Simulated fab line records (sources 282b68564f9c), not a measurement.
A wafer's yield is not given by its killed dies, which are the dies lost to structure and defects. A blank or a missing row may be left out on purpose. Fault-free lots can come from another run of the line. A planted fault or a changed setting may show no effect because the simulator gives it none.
Which tool is to blame? -- flow rit_cmos -- 12 lots with 36 wafers sampled at 4 steps, on a route of 202 steps

WHAT EACH GAUGE READ, for each wafer
RIT_NLDD_OVL_MEAS_06. Usual: NLDD_OVL 1.0 nm, standard deviation 1.3.
lot,measured,on,NLDD_OVL (nm),flag
L969,day 2 16:50,overlay-02,0.8 0.9 1.0,
L970,day 2 23:16,overlay-01,-0.7 -0.5 0.8,
L971,day 3 03:49,overlay-01,-1.4 1.0 0.2,
L972,day 3 09:19,overlay-01,2.9 1.8 1.9,
L973,day 3 13:55,overlay-02,1.2 2.0 0.6,
L976,day 4 04:35,overlay-02,-0.7 1.6 1.0,
L977,day 4 10:13,overlay-02,1.5 1.3 1.0,
L983,day 5 16:06,overlay-01,1.1 -0.5 -0.3,
L984,day 5 20:52,overlay-02,0.7 2.2 0.7,
L985,day 6 01:21,overlay-01,4.6 4.0 3.4,
L986,day 6 05:44,overlay-01,2.9 1.0 2.6,
L992,day 7 11:38,overlay-02,2.5 -0.1 0.1,

RIT_M1_CD_MEAS_09 targets a cd of 2600 nm. Usual: cd_nm 2599.6 nm, standard deviation 2.
lot,measured,on,cd_nm (nm),flag
L969,day 3 05:36,cd_sem-01,2602.9 2602.8 2603.7,
L970,day 3 11:52,cd_sem-02,2597.5 2597.2 2598.2,
L971,day 3 16:56,cd_sem-02,2602.7 2602.5 2601.6,
L972,day 3 22:25,cd_sem-01,2600.4 2600.3 2602.2,
L973,day 4 02:34,cd_sem-01,2602.2 2601.6 2602.8,
L976,day 4 17:45,cd_sem-02,2601.5 2602.8 2601.8,
L977,day 4 23:13,cd_sem-01,2598.5 2599.7 2596.4,
L983,day 6 04:50,cd_sem-02,2600.5 2600.2 2601.5,
L984,day 6 09:44,cd_sem-01,2600.2 2599.0 2599.6,
L985,day 6 14:31,cd_sem-01,2598.1 2597.7 2597.3,
L986,day 6 18:57,cd_sem-02,2600.4 2598.1 2599.4,
L992,day 8 00:16,cd_sem-01,2603.3 2602.6 2600.7,

WHICH TOOL RAN EACH LOT (tool, then ch and the chambers of the sampled wafers, then the start)
lot,RIT_PLDD_COAT_01,RIT_CONTACT_STRIP_12
L969,"litho_track-01 ch 0, day 2 17:36","plasma_asher-04 ch 0,1, day 3 03:34"
L970,"litho_track-04 ch 0, day 3 00:03","plasma_asher-01 ch 0,1, day 3 09:38"
L971,"litho_track-04 ch 0, day 3 04:33","plasma_asher-02 ch 0,1, day 3 14:38"
L972,"litho_track-04 ch 0, day 3 10:04","plasma_asher-04 ch 0,1, day 3 20:26"
L973,"litho_track-04 ch 0, day 3 14:38","plasma_asher-04 ch 0,1, day 4 00:30"
L976,"litho_track-03 ch 0, day 4 05:20","plasma_asher-04 ch 0,1, day 4 15:23"
L977,"litho_track-03 ch 0, day 4 11:07","plasma_asher-02 ch 0,1, day 4 21:11"
L983,"litho_track-04 ch 0, day 5 16:52","plasma_asher-01 ch 0,1, day 6 02:44"
L984,"litho_track-04 ch 0, day 5 21:40","plasma_asher-02 ch 0,1, day 6 07:40"
L985,"litho_track-01 ch 0, day 6 02:16","plasma_asher-02 ch 0,1, day 6 12:24"
L986,"litho_track-04 ch 0, day 6 06:36","plasma_asher-01 ch 0,1, day 6 16:49"
L992,"litho_track-01 ch 0, day 7 12:22","plasma_asher-04 ch 0,1, day 7 22:08"
- RIT_PLDD_COAT_01: resist thk 1000 nm.
- RIT_CONTACT_STRIP_12: strips in O2, time 180 s.

AS READ BY THE TOOLS THEMSELVES (means over the sampled wafers that have a number; for cases with no such wafer, the mark the record gives instead)
RIT_PLDD_COAT_01. Usual: spin_speed_rpm 3250.0 rpm, standard deviation 2.1.
lot,tool,spin_speed_rpm (rpm),flag
L969,litho_track-01,3247.3,
L970,litho_track-04,3250.4,
L971,litho_track-04,3251.0,
L972,litho_track-04,3250.4,
L973,litho_track-04,3250.3,
L976,litho_track-03,3178.2,OFF
L977,litho_track-03,3178.0,OFF
L983,litho_track-04,3249.7,
L984,litho_track-04,3250.3,
L985,litho_track-01,3252.2,
L986,litho_track-04,3250.7,
L992,litho_track-01,3252.3,

RIT_CONTACT_STRIP_12. Usual: drypump_motor_current_A 5.5 A, standard deviation 0.58.
lot,tool,drypump_motor_current_A (A),flag
L969,plasma_asher-04,5.0,
L970,plasma_asher-01,5.3,
L971,plasma_asher-02,5.7,
L972,plasma_asher-04,5.0,
L973,plasma_asher-04,5.4,
L976,plasma_asher-04,5.4,
L977,plasma_asher-02,6.2,
L983,plasma_asher-01,5.2,
L984,plasma_asher-02,6.2,
L985,plasma_asher-02,6.2,
L986,plasma_asher-01,5.3,
L992,plasma_asher-04,5.0,

THE ANSWER, worked out from the rows above alone
Rule: a lot counts as off when the mean over its wafers that have a number is more than 3 standard deviations away from the usual mean. A lot without any number at a reading at which 4 lots or more have one is off too. Any other lot the step has rows for is counted as sound. After the gauges, taken in route order, come the tools' own readings; for these a lot's mean is taken, as printed above. At the first step where some lot is off, the reading lying furthest off is the one used; lots without a number count as furthest.
Off at RIT_PLDD_COAT_01 (spin_speed_rpm): L976, L977.
A tool fits if, at that step or a process step before it, it ran every lot that is off, and no sound lot after the first of them. One fits: litho_track-03 at RIT_PLDD_COAT_01. It ran no sound lot before its first lot that is off in this sample, so the start can't be narrowed down.
The tool's own readings at RIT_PLDD_COAT_01 bear it out: on the lots that are off they differ by more than 5 times the standard deviation of the sound lots' means. spin_speed_rpm reads 3178.1 rpm there against 3250.5 rpm on the sound lots.

WHAT THE SIMULATOR HAD PUT IN
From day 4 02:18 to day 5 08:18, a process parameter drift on litho_track-03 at RIT_PLDD_COAT_01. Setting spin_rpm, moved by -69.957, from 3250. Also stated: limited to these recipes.
Struck lots among those shown: L976, L977. This agrees with what the rule above found.
